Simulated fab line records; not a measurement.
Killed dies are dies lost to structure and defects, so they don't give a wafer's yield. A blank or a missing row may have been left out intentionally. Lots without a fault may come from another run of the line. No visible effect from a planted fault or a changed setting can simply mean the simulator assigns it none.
2 desks, one fault / flow ritCmos / only its own numbers are on each desk; what lay behind them is given at the end

## TOOL OWNER'S DESK, plasmaAsher-01
The tool's own readings at RIT_PLDD_STRIP_09 (strips in O2, time 180 s): means of the sampled wafers that have a number, for each lot that ran on this tool. If a lot's mean is further than 4 standard deviations from the usual mean, the lot is out of limits and carries the mark OUT (the distance appears in the brackets).
Columns: A = drypumpMotorCurrentA at RIT_PLDD_STRIP_09, usual 6.0 A; B = o2FlowSccm at RIT_PLDD_STRIP_09, usual 3998 sccm
lot=L247; first seen here=day 3 21:21; A=6.2; B=3998
lot=L248; first seen here=day 4 01:56; A=6.2; B=3984
lot=L249; first seen here=day 4 05:53; A=6.2; B=3989
lot=L253; first seen here=day 5 02:28; A=6.3; B=3997
lot=L254; first seen here=day 5 10:03; A=6.3; B=4272 (+23) OUT
lot=L255; first seen here=day 5 16:28; A=6.3; B=4261 (+22) OUT
This desk finds L254, L255 out of limits, L254 being first, at day 5 10:03 (o2FlowSccm at RIT_PLDD_STRIP_09). L247, L248, L249, L253 stayed within limits.

## FROM THE METROLOGY DESK
Lot by lot, what the gauges showed, no matter which tool ran the lot: averages of those sampled wafers that carry a number. If a lot's mean is further than 4 standard deviations from the usual mean, the lot is out of limits and carries the mark OUT (the distance appears in the brackets).
Columns: A = FOX1_OXIDE_THK at RIT_FOX1_THK_MEAS_01, usual 349 nm; B = GATE_OXIDE_THK at RIT_GATE_THK_MEAS_07, usual 3.00 nm
lot=L242; first seen here=day 1 17:56; A=340; B=2.95
lot=L244; first seen here=day 2 03:03; A=349; B=3.00
lot=L246; first seen here=day 2 14:34; A=359; B=3.03
lot=L247; first seen here=day 2 17:49; A=348; B=2.96
lot=L248; first seen here=day 2 23:19; A=343; B=3.07
lot=L249; first seen here=day 3 03:57; A=345; B=3.13
lot=L250; first seen here=day 3 08:51; A=345; B=2.98
lot=L253; first seen here=day 4 00:07; A=355; B=2.96
lot=L254; first seen here=day 4 04:57; A=350; B=2.97
lot=L255; first seen here=day 4 11:02; A=345; B=2.99
lot=L261; first seen here=day 5 19:32; A=360; B=3.04
lot=L262; first seen here=day 5 22:39; A=356; B=2.96
lot=L263; first seen here=day 6 05:02; A=349; B=3.07
lot=L264; first seen here=day 6 11:18; A=353; B=2.95
This desk found nothing out of limits on any of the 14 lots.

## PUT TOGETHER
At day 5 10:03, on L254, L255, the tool owner's desk was in a position to raise an alarm.
Metrology desk: nothing out of limits seen.
The metrology desk holds a record of L254, L255, inside its limits.
RIT_PLDD_STRIP_09 was run on plasmaAsher-01 by each of the lots named.

## WHAT WAS PUT IN BY THE SIMULATOR
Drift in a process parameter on plasmaAsher-01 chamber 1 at RIT_PLDD_STRIP_09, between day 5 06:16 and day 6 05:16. From 4000, the setting o2FlowSccm moved by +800. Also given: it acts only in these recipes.
Lots struck among those shown: L254, L255.
Hours from the fault's start to each desk's first reading out of limits: the tool owner's desk, 4.
